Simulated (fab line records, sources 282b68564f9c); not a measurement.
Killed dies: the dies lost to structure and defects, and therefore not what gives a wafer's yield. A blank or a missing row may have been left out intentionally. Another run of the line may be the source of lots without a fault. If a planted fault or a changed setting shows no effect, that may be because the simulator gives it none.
A lot that was struck, set against a sound lot	flow rit_cmos	19 steps out of a route of 202
Sound: these wafers, L854.2, L854.3, L854.6. Struck: wafers L873.1, L873.2, L873.5. The cause is given at the end.
For every step that has rows: the tool of each side, followed by ch and its chambers, followed by its first start. Under that, the readings that differ: sound wafers	struck wafers	difference of the means	sigmas: that difference in standard deviations of wafers without a fault.
alike: readings whose means differ by less than 2 such deviations, and words and numbers that are the same on both sides. not compared: withheld readings, readings that some wafer has no value for, bounds like >300 that may hide the same value, and numbers for which the record gives no deviation and whose values overlap.
Wherever a step has rows on one side only, a row that says differs or no value, or a row with sigmas, the two part there. Numbers that have no deviation but don't overlap get no sigmas and don't part them. Lack of a reading on every wafer of one side parts them only where that side has two or more wafers.

first, 1 step without rows for these wafers: RIT_SILICIDE_WET_ETCH_00 (etches SiO2 in BOE, target depth 14 nm, time 15 s).
RIT_SILICIDE_SPUTTER_01: material Ti, target thk 30 nm, time 240 s.
  sound on pvd_sputter-01 at day 3 06:55; struck on pvd_sputter-03 at day 7 03:16
  alike: throttle_valve_pct
RIT_SILICIDE_RS_MEAS_02: a four-point-probe measurement.
  sound on film_metro-02 at day 3 07:06; struck on film_metro-01 at day 7 03:25
  alike: SILICIDE_TI_RS
RIT_SILICIDE_THK_MEAS_03: measures by xrf.
  sound on film_metro-02 at day 3 07:13; struck on film_metro-01 at day 7 03:32
  alike: SILICIDE_TI_THK
RIT_SILICIDE_RTA_04: time 10 s, ramp up 5 s, ramp down 5 s.
  sound on rtp_anneal-02 ch 0, day 3 07:17; struck on rtp_anneal-01 ch 0, day 7 03:35
  alike: chamber_o2_ppm, wafer_temp_C_max
then, 1 step without rows for these wafers: RIT_SILICIDE_WET_ETCH_05 (etches Ti in SPM, time 120 s).
RIT_SILICIDE_RTA_06: time 10 s, ramp up 5 s, ramp down 10 s.
  sound on rtp_anneal-01 ch 0, day 3 07:23; struck on rtp_anneal-02 ch 0, day 7 03:42
  alike: chamber_o2_ppm, wafer_temp_C_max
RIT_CONTACT_CVD_00: deposits SiO2 from TEOS, target thk 400 nm, time 61 s.
  sound on pecvd-02 ch 0,1, day 3 07:31; struck on pecvd-01 ch 0,1,2, day 7 03:46
  alike: heater_power_w
RIT_CONTACT_THK_MEAS_01:
  sound on film_metro-04 at day 3 07:34; struck on film_metro-02 at day 7 03:49
  alike: CONTACT_TEOS_THK
then, 3 steps without rows for these wafers: RIT_CONTACT_HMDS_02 (prime time 60 s); RIT_CONTACT_COAT_03 (resist thk 1000 nm); RIT_CONTACT_SOFTBAKE_04 (time 60 s).
RIT_CONTACT_EXPOSE_05: exposes mask M11, target cd 1000 nm.
  sound on iline_stepper-02 ch 0, day 3 08:05; struck on iline_stepper-02 ch 0, day 7 04:20
  alike: mask
then, 2 steps without rows for these wafers: RIT_CONTACT_PEB_06; RIT_CONTACT_DEVELOP_07 (develop time 120 s).
RIT_CONTACT_CD_MEAS_08: target cd 1000 nm.
  sound on cd_sem-02 at day 3 08:38; struck on cd_sem-02 at day 7 04:50
  alike: cd_nm
RIT_CONTACT_OVL_MEAS_09:
  sound on overlay-01 at day 3 08:45; struck on overlay-02 at day 7 04:58
reading	sound	struck	difference	sigmas
CONTACT_OVL (nm)	-0.3 -1.4 -0.7	-6.4 -6.6 -8.0	-6.2	-5
then, 1 step without rows for these wafers: RIT_CONTACT_HARDBAKE_10 (time 60 s).
RIT_M1_PROBE_99:
  sound on prober-01 at day 3 14:02; struck on prober-02 at day 7 10:01
  alike: killed_at_contacts, killed_at_front_end, killed_dies, killed_open, killed_short

## WHERE THEY PART
Only at RIT_CONTACT_OVL_MEAS_09, as far as this record shows. Later steps at which nothing parts them and some readings are alike: RIT_M1_PROBE_99.

WHY: the cause the simulator had injected
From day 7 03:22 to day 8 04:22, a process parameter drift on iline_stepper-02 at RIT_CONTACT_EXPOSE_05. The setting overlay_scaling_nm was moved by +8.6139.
